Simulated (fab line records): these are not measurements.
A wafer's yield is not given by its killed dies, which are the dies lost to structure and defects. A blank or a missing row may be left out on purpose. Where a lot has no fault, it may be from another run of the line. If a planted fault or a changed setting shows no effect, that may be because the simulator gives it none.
Matching of chambers + flow berkeley cmos170 + UCB170_M1_ETCH_11 on rie diel-02: 4 sister chambers
The step etches BARC in N2/H2. 4 wafers are shown with their chamber, then 7 later ones without.

## WAFERS, EACH WITH ITS CHAMBER
| wafer  | chamber | drypump motor current A (A) |
|--------|---------|-----------------------------|
| L182.5 | 2       | 6.25                        |
| L182.6 | 3       | 5.42                        |
| L184.1 | 1       | 5.65                        |
| L184.2 | 0       | 5.76                        |

## WAFERS WITHOUT THEIR CHAMBER
| wafer  | drypump motor current A (A) |
|--------|-----------------------------|
| L184.4 | 5.77                        |
| L188.2 | 5.43                        |
| L188.3 | 5.71                        |
| L188.6 | 5.71                        |
| L185.1 | 5.62                        |
| L185.2 | 5.45                        |
| L185.6 | 5.75                        |

## WHICH CHAMBER EACH ONE RAN IN
| wafer  | from the rows above     | in truth |
|--------|-------------------------|----------|
| L184.4 | 0                       | 0        |
| L188.2 | 3                       | 3        |
| L188.3 | can't be placed: 0 or 1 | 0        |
| L188.6 | can't be placed: 0 or 1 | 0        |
| L185.1 | 1                       | 1        |
| L185.2 | 3                       | 3        |
| L185.6 | 0                       | 0        |
Correctly placed: 5 of 7. Cannot be placed on the basis of these rows: 2; the candidates contain the true chamber in 2. Wrongly placed: 0.
How it was worked out, from the rows above alone: a wafer's distance from a chamber is the root of the sum, over the readings, of the square of ((its reading less the chamber's mean) divided by the reading's scatter). If the next closest chamber is less than 2 further off than the closest, the wafer can't be placed; otherwise it belongs to the closest. A chamber's mean is the mean of its shown wafers. The scatter: with one shown wafer a chamber, the root of the mean of the squares of how far each hidden wafer lies from its nearest shown one.
